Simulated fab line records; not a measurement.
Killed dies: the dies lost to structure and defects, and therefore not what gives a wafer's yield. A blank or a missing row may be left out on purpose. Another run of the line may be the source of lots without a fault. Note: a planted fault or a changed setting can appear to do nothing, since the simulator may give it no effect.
8D (eight disciplines) problem report, filled in by code | flow ritCmos | the parts of the form that need people (team, actions taken, sign-off) are left out

1. WHAT WENT WRONG
Across 6 wafers from 2 lots, SILICIDE_TI_RS at RIT_SILICIDE_RS_MEAS_02 averages 85.5 ohm/sq, while fault-free wafers read 48.7 ohm/sq with a standard deviation of 0.96. That is +38 standard deviations from the usual mean.
The step: measures by four-point-probe.
The first sign was on wafer L640.1 at day 6 02:52, on filmMetro-02. At this step, 42 wafers from 14 lots have a number in the record. Rule for "out", or "out of limits": more than 4 standard deviations from the usual mean. Any other wafer with a number is counted as sound.

2. WHAT IT IS, WHAT IT ISN'T
question                    | is                         | is not
which readings at this step | SILICIDE_TI_RS             | -
which lots                  | L640, L642                 | L626, L627, L628, L632, L633, L634, L635, L637, L643, L644, L647, L648
which wafers of those lots  | all that have a number     | -
read on which gauges        | filmMetro-02, filmMetro-04 | filmMetro-01
when                        | from day 6 02:52           | up to then (24 sound wafers); but 12 sound wafers of L643, L644, L647, L648 came after

3. WHAT RULES OUT EACH SUSPECT
Counting: a tool at a process step up to the reading stays a suspect if it ran every lot that is out and no sound lot after the first of them.
- the gauge at RIT_SILICIDE_RS_MEAS_02: ruled out. Those wafers that are out were read across 2 gauges (filmMetro-02, filmMetro-04).
- pvdSputter-01 at RIT_SILICIDE_SPUTTER_01 (material Ti, target thk 30 nm, time 236.4 s): kept. All lots that are out passed through it, beginning with L640 at day 6 02:43, and no sound lot followed; its final sound lot before that point was L635 at day 5 07:32.
Remaining after the count: pvdSputter-01 at RIT_SILICIDE_SPUTTER_01.

4. THE CAUSE (what the simulator had put in)
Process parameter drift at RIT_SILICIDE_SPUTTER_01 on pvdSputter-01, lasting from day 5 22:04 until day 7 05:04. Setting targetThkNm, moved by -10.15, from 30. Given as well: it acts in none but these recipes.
After counting, this tool was the only one left.

5. THE EFFECT CHAIN, in route order
One row per reading whose mean, taken over the struck wafers that have a number, lies over 3 standard deviations from the usual. Scope: only readings with a usual standard deviation given in the record; hours: median across lots of the time from each lot's start at the first step in this table that gives one to its start at this step; sigmas: change in usual standard deviations.
hours | step                     | reading         | usual       | on struck wafers | change | sigmas
0     | RIT_SILICIDE_RS_MEAS_02  | SILICIDE_TI_RS  | 48.7 ohm/sq | 85.5             | +36.8  | +38
0     | RIT_SILICIDE_THK_MEAS_03 | SILICIDE_TI_THK | 29.9 nm     | 19.2             | -10.7  | -21

6. HOW IT WOULD HAVE BEEN CAUGHT EARLIER
The first out-of-limits reading at a measuring or inspecting step in this record came at day 6 02:52, 5 hours after the fault's start at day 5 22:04.
No tool reading at RIT_SILICIDE_SPUTTER_01 that has a usual standard deviation in the record was out on any struck wafer, so an alarm limit of 4 standard deviations on those readings would not have fired.
Lots out: 2; of these, L642 started RIT_SILICIDE_SPUTTER_01 on pvdSputter-01 after day 6 02:52. It would have been spared by a hold on the tool at that moment.
